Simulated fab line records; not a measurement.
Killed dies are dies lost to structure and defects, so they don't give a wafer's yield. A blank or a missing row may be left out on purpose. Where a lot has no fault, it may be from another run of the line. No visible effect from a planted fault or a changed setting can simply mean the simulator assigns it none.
Check for tools in common :: flow rit_cmos :: Sample size 14 lots and 42 wafers

REASON IT WAS OPENED
RIT_NSD_TW_MEAS_10, reading NSD_TW: flagged on 2 of 14 lots. Fault-free wafers read 3088, with a standard deviation of 16.
Rule: flag the lot when none of its wafers has a number, or when each of its wafers that has one lies beyond 4 standard deviations from that mean. The other lots count as sound.

lot: L494
measured: day 3 06:53
on: film_metro-02
NSD_TW, wafer by wafer: 3067 3075 3083
flag: 

lot: L495
measured: day 3 15:05
on: film_metro-02
NSD_TW, wafer by wafer: 3096 3082 3089
flag: 

lot: L496
measured: day 3 21:34
on: film_metro-01
NSD_TW, wafer by wafer: 3074 3102 3079
flag: 

lot: L498
measured: day 4 06:51
on: film_metro-04
NSD_TW, wafer by wafer: 3102 3089 3110
flag: 

lot: L500
measured: day 4 11:44
on: film_metro-01
NSD_TW, wafer by wafer: 3100 3112 3109
flag: 

lot: L502
measured: day 4 22:18
on: film_metro-01
NSD_TW, wafer by wafer: 3083 3091 3092
flag: 

lot: L503
measured: day 5 05:25
on: film_metro-02
NSD_TW, wafer by wafer: 3067 3061 3088
flag: 

lot: L504
measured: day 5 08:06
on: film_metro-01
NSD_TW, wafer by wafer: 3109 3073 3096
flag: 

lot: L506
measured: day 5 16:07
on: film_metro-01
NSD_TW, wafer by wafer: 3098 3095 3094
flag: 

lot: L509
measured: day 6 08:32
on: film_metro-01
NSD_TW, wafer by wafer: 3092 3077 3088
flag: 

lot: L510
measured: day 6 11:24
on: film_metro-01
NSD_TW, wafer by wafer: 30 30 30
flag: FLAGGED

lot: L512
measured: day 6 23:04
on: film_metro-02
NSD_TW, wafer by wafer: 30 30 30
flag: FLAGGED

lot: L513
measured: day 7 04:23
on: film_metro-02
NSD_TW, wafer by wafer: 3086 3053 3066
flag: 

lot: L515
measured: day 7 15:25
on: film_metro-04
NSD_TW, wafer by wafer: 3120 3117 3119
flag: 
The numbers of the flagged lots are 30 on average: -3058 against the usual, or -99 or more standard deviations.

LOT BY LOT: THE TOOL USED
The record keeps 1 process step preceding the reading, out of 202 steps on the route. Cell contents, in order: the tool; ch with the chambers the sampled wafers went through; the start.
lot: L494
flag: 
RIT_NSD_DEVELOP_05: litho_track-04 ch 0, day 3 06:00

lot: L495
flag: 
RIT_NSD_DEVELOP_05: litho_track-04 ch 0, day 3 14:00

lot: L496
flag: 
RIT_NSD_DEVELOP_05: litho_track-04 ch 0, day 3 20:00

lot: L498
flag: 
RIT_NSD_DEVELOP_05: litho_track-03 ch 0, day 4 06:00

lot: L500
flag: 
RIT_NSD_DEVELOP_05: litho_track-02 ch 0, day 4 10:00

lot: L502
flag: 
RIT_NSD_DEVELOP_05: litho_track-04 ch 0, day 4 21:00

lot: L503
flag: 
RIT_NSD_DEVELOP_05: litho_track-02 ch 0, day 5 04:00

lot: L504
flag: 
RIT_NSD_DEVELOP_05: litho_track-04 ch 0, day 5 07:00

lot: L506
flag: 
RIT_NSD_DEVELOP_05: litho_track-02 ch 0, day 5 15:00

lot: L509
flag: 
RIT_NSD_DEVELOP_05: litho_track-04 ch 0, day 6 07:00

lot: L510
flag: FLAGGED
RIT_NSD_DEVELOP_05: litho_track-04 ch 0, day 6 10:00

lot: L512
flag: FLAGGED
RIT_NSD_DEVELOP_05: litho_track-04 ch 0, day 6 22:00

lot: L513
flag: 
RIT_NSD_DEVELOP_05: litho_track-03 ch 0, day 7 03:00

lot: L515
flag: 
RIT_NSD_DEVELOP_05: litho_track-02 ch 0, day 7 14:00
What is done by these steps:
- RIT_NSD_DEVELOP_05: develop time 50 s.
- RIT_NSD_TW_MEAS_10

FLAGGED OVER TOTAL, TOOL BY TOOL (the gauges that took the reading come last)
step: RIT_NSD_DEVELOP_05
tool: litho_track-02
lots run: 4
flagged: 0
share of the flagged lots: none
sound lots run after its first flagged lot: -

step: RIT_NSD_DEVELOP_05
tool: litho_track-03
lots run: 2
flagged: 0
share of the flagged lots: none
sound lots run after its first flagged lot: -

step: RIT_NSD_DEVELOP_05
tool: litho_track-04
lots run: 8
flagged: 2
share of the flagged lots: all
sound lots run after its first flagged lot: 0

step: RIT_NSD_TW_MEAS_10
tool: film_metro-01
lots run: 7
flagged: 1
share of the flagged lots: some
sound lots run after its first flagged lot: 0

step: RIT_NSD_TW_MEAS_10
tool: film_metro-02
lots run: 5
flagged: 1
share of the flagged lots: some
sound lots run after its first flagged lot: 1 (L513)

step: RIT_NSD_TW_MEAS_10
tool: film_metro-04
lots run: 2
flagged: 0
share of the flagged lots: none
sound lots run after its first flagged lot: -

THE TABLE: WHAT IT ALLOWS
1 row of the table ran every flagged lot: litho_track-04 at RIT_NSD_DEVELOP_05.
- litho_track-04 at RIT_NSD_DEVELOP_05 ran 8 lots, 2 of them flagged. A fault beginning between L509 (day 6 07:00), its last sound lot, and L510 (day 6 10:00), its first flagged one, fits the data.
litho_track-04 at RIT_NSD_DEVELOP_05 is the single tool remaining.

WHAT HAD BEEN PUT IN BY THE SIMULATOR
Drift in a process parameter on litho_track-04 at RIT_NSD_DEVELOP_05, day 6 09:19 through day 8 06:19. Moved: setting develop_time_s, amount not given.
Shown lots that were struck: L510, L512. The same result came from the rule above.
